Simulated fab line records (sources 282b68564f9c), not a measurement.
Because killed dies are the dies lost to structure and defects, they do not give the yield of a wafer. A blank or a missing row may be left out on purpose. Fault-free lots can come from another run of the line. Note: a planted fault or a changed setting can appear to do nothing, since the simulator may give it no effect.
The tool behind it: which one? -- flow rit_cmos -- 14 lots with 42 wafers sampled at 2 steps, on a route of 202 steps

WHAT EACH GAUGE READ, for each wafer
RIT_PLDD_TW_MEAS_10. Usual: PLDD_TW typically reads 2325, with standard deviation 20.
lot,measured,on,PLDD_TW,flag
L236,day 2 19:38,film_metro-02,2281 2291 2290,
L238,day 3 05:36,film_metro-03,2353 2348 2354,
L239,day 3 10:05,film_metro-04,2319 2317 2310,
L240,day 3 15:54,film_metro-04,2333 2318 2324,
L244,day 4 10:43,film_metro-04,30 30 30,OFF
L245,day 4 16:52,film_metro-02,30 29 30,OFF
L246,day 4 21:17,film_metro-02,2317 2307 2302,
L247,day 5 03:17,film_metro-03,2352 2342 2349,
L248,day 5 08:32,film_metro-02,2312 2310 2304,
L250,day 5 18:04,film_metro-03,2357 2354 2343,
L253,day 6 09:16,film_metro-02,2284 2297 2292,
L254,day 6 14:43,film_metro-04,2328 2326 2333,
L255,day 6 18:42,film_metro-02,2302 2303 2302,
L257,day 7 03:57,film_metro-04,2333 2343 2335,

EACH LOT AND THE TOOL THAT RAN IT (in order: tool; ch and the chambers of the sampled wafers; start)
lot,RIT_PLDD_DEVELOP_05
L236,"litho_track-03 ch 0, day 2 18:00"
L238,"litho_track-04 ch 0, day 3 04:00"
L239,"litho_track-04 ch 0, day 3 09:00"
L240,"litho_track-02 ch 0, day 3 15:00"
L244,"litho_track-04 ch 0, day 4 10:00"
L245,"litho_track-04 ch 0, day 4 16:00"
L246,"litho_track-02 ch 0, day 4 20:00"
L247,"litho_track-03 ch 0, day 5 02:00"
L248,"litho_track-02 ch 0, day 5 07:00"
L250,"litho_track-02 ch 0, day 5 17:00"
L253,"litho_track-03 ch 0, day 6 08:00"
L254,"litho_track-02 ch 0, day 6 14:00"
L255,"litho_track-03 ch 0, day 6 18:00"
L257,"litho_track-02 ch 0, day 7 03:00"
- RIT_PLDD_DEVELOP_05: develop time 50 s.

AS READ BY THE TOOLS THEMSELVES (means over the sampled wafers that have a number; for cases with no such wafer, the mark the record gives instead)
RIT_PLDD_DEVELOP_05. Usual: exhaust_pa 45.0 Pa, standard deviation 0.92; resist_line_temp_C 23.02 C, standard deviation 0.11.
lot,tool,exhaust_pa (Pa),resist_line_temp_C (C),flag
L236,litho_track-03,44.2,23.01,
L238,litho_track-04,45.6,22.94,
L239,litho_track-04,45.7,23.13,
L240,litho_track-02,45.3,23.03,
L244,litho_track-04,44.7,23.05,
L245,litho_track-04,44.7,23.05,
L246,litho_track-02,44.8,23.07,
L247,litho_track-03,45.6,23.00,
L248,litho_track-02,44.6,23.01,
L250,litho_track-02,44.0,22.98,
L253,litho_track-03,44.6,23.01,
L254,litho_track-02,45.0,23.11,
L255,litho_track-03,45.9,23.10,
L257,litho_track-02,44.7,22.89,

THE ANSWER, worked out from the rows above alone
Rule: take the mean of a lot's wafers that have a number; if it is more than 3 standard deviations from the usual mean, the lot is off. Also off: a lot with no number at a reading for which 4 or more lots have one. Where the step has rows for the other lots, those lots are counted as sound. The gauges are gone through in route order, then the tools' own readings, and for those a lot's mean is taken as printed above. The first step at which some lot is off is used, and at that step the reading that is off furthest; a lot without a number counts as furthest.
Off: L244, L245, at RIT_PLDD_TW_MEAS_10 (PLDD_TW).
A tool fits if, at a process step before that reading, it ran every lot that is off, and no sound lot after the first of them. The gauges at RIT_PLDD_TW_MEAS_10 are tried like those tools. One fits: RIT_PLDD_DEVELOP_05 on litho_track-04. Its last sound lot is L239 (day 3 09:00), its first lot that is off L244 (day 4 10:00): a fault that began between those two fits.

WHAT WAS PUT IN BY THE SIMULATOR
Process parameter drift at RIT_PLDD_DEVELOP_05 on litho_track-04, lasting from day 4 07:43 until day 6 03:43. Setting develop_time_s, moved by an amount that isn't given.
Struck lots among those shown: L244, L245. The rule above reached the same finding.
